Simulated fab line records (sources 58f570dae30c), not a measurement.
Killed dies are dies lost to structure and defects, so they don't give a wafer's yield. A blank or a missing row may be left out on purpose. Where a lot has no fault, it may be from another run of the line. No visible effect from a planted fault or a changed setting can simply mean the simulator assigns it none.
Which tool is to blame?	flow berkeley cmos170	10 lots with 30 wafers sampled at 3 steps, on a route of 331 steps

== WHAT THE GAUGES READ, wafer by wafer ==
UCB170_GATE_THK_MEAS_02.
lot	measured	on	GATE_OXIDE_THK (nm)
L884	day 6 20:25	film metro-03	6.82 6.75 6.66
L885	day 7 01:47	film metro-01	6.72 6.71 6.65
L889	day 8 06:37	film metro-01	6.46 6.39 6.35
L890	day 8 06:37	film metro-04	6.68 6.55 6.75
L894	day 9 09:03	film metro-03	5.95 5.84 5.83
L896	day 9 09:06	film metro-03	5.82 5.94 5.89
L899	day 10 01:06	film metro-01	6.73 6.77 6.75
L900	day 10 01:07	film metro-03	6.60 6.54 6.47
L901	day 10 22:53	film metro-03	6.54 6.54 6.57
L907	day 11 18:30	film metro-01	6.67 6.67 6.66

== WHAT TOOL EACH LOT RAN ON (gives the tool, then ch and the chambers of the sampled wafers, and finally the start) ==
lot	UCB170_PFIELD_STRIP_08	UCB170_GATE_OXIDATION_01
L884	plasma asher-04 ch 1, day 4 22:32	furnace-01 ch 0, day 6 18:50
L885	plasma asher-03 ch 0, day 5 08:13	furnace-01 ch 0, day 7 00:16
L889	plasma asher-04 ch 0,1, day 6 10:31	furnace-02 ch 0, day 8 05:07
L890	plasma asher-03 ch 0,1, day 6 10:20	furnace-02 ch 0, day 8 05:07
L894	plasma asher-04 ch 0,1, day 7 13:10	furnace-01 ch 0, day 9 07:32
L896	plasma asher-04 ch 0,1, day 7 13:43	furnace-01 ch 0, day 9 07:32
L899	plasma asher-03 ch 0,1, day 8 06:01	furnace-04 ch 0, day 9 23:36
L900	plasma asher-04 ch 0,1, day 8 05:37	furnace-04 ch 0, day 9 23:36
L901	plasma asher-01 ch 0,1, day 8 16:25	furnace-02 ch 0, day 10 21:23
L907	plasma asher-01 ch 0,1, day 9 17:58	furnace-02 ch 0, day 11 16:59
- UCB170_PFIELD_STRIP_08: strips in O2.
- UCB170_GATE_OXIDATION_01: target thk 6.6 nm, ox time 1800 s.

== THE ANSWER, worked out from the rows above alone ==
Rule: usual is defined by the lots themselves. The widest of any qualifying gaps counts: lots, ordered by their means at a reading, are off when they make up no more than a third of the lots, leave a main group of 4 or more, and stand apart from it by 3 or more times the standard deviation of that group's means. If all means in a main group match to the digits the tables above print for the reading, that group is not used. Also off: a lot with no number at a reading for which 4 or more lots have one. Any other lot the step has rows for is counted as sound.
Off: at UCB170_GATE_THK_MEAS_02 (GATE_OXIDE_THK), L894, L896. Main group: mean 6.62 nm, sd 0.11.
A tool fits if, at a process step before that reading, it ran every lot that is off, and no sound lot after the first of them. Those tools and the gauges at UCB170_GATE_THK_MEAS_02 are tried in the same way. One fits: UCB170_GATE_OXIDATION_01 on furnace-01. Its last sound lot is L885 (day 7 00:16), its first lot that is off L894 (day 9 07:32): a fault that began between those two fits.

== WHAT HAD BEEN PUT IN BY THE SIMULATOR ==
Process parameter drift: furnace-01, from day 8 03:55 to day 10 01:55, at UCB170_GATE_OXIDATION_01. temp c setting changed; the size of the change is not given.
Struck lots among those shown: L894, L896. The rule above found the same.
